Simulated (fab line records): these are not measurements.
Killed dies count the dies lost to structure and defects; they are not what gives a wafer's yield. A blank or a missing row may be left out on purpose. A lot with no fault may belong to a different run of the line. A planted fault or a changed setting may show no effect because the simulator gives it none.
A single fault, viewed from 2 desks    flow berkeley_cmos170    numbers are kept per desk, each desk with only its own; the story behind them comes last

TOOL OWNER'S DESK, implanter-02
UCB170_NWELL_IMPLANT_14, tool's own readings: per-lot mean of the sampled wafers with a number, covering each lot this tool ran. Marked OUT: a lot whose mean sits more than 4 standard deviations from the usual mean, which makes it out of limits; the brackets give that distance.
Columns: A = beam_energy_keV at UCB170_NWELL_IMPLANT_14, usual 150.00; B = tilt_deg at UCB170_NWELL_IMPLANT_14, usual 7.000 degrees
lot   first seen here  A                         B
L805  day 3 00:05      149.99                    6.995
L807  day 3 14:56      149.97                    6.991
L809  day 4 01:07      149.93                    7.022
L811  day 4 09:27      183.05 (+99 or more) OUT  7.037
L815  day 4 21:37      183.03 (+99 or more) OUT  6.995
This desk finds L811, L815 out of limits, L811 being first, at day 4 09:27 (beam_energy_keV at UCB170_NWELL_IMPLANT_14). L805, L807, L809 stayed within limits.

FROM THE METROLOGY DESK
Lot by lot, what the gauges showed, no matter which tool ran the lot: averages of those sampled wafers that carry a number. Marked OUT: a lot whose mean sits more than 4 standard deviations from the usual mean, which makes it out of limits; the brackets give that distance.
Columns: A = NWELL_TW at UCB170_NWELL_TW_MEAS_16, usual 1234; B = PWELL_OVL at UCB170_PWELL_OVL_MEAS_13, usual 1 nm
lot   first seen here  A                B
L803  day 2 16:19      1244             -1
L804  day 2 17:02      1224             6
L806  day 3 00:01      1234             1
L805  day 3 00:19      1229             0
L807  day 3 15:11      1228             1
L808  day 3 15:34      1219             -0
L809  day 4 01:20      1240             -1
L810  day 4 01:38      1234             5
L811  day 4 09:41      1286 (+5.2) OUT  4
L815  day 4 21:52      1290 (+5.6) OUT  4
L820  day 6 02:41      1236             1
L822  day 6 16:08      1252             -4
L824  day 6 21:36      1229             5
L825  day 7 02:39      1235             -7
Finding of this desk: L811, L815 out of limits, first seen on L811 at day 4 09:41 (NWELL_TW at UCB170_NWELL_TW_MEAS_16). L803, L804, L806, L805, L807, L808, L809, L810, L820, L822, L824, L825 stayed within limits.

PUT TOGETHER
On L811, L815, at day 4 09:27, an alarm was possible from the tool owner's desk.
The metrology desk could have raised an alarm at day 4 09:41, on L811, L815.
All the named lots went through UCB170_NWELL_IMPLANT_14 on implanter-02.

WHAT WAS PUT IN BY THE SIMULATOR
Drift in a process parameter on implanter-02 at UCB170_NWELL_IMPLANT_14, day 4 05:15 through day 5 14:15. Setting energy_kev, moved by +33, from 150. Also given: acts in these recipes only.
Shown lots that were struck: L811, L815.
Delay (hours) between the fault's onset and each desk's first out-of-limits reading: 4 at the tool owner's desk, 4 at the metrology desk.
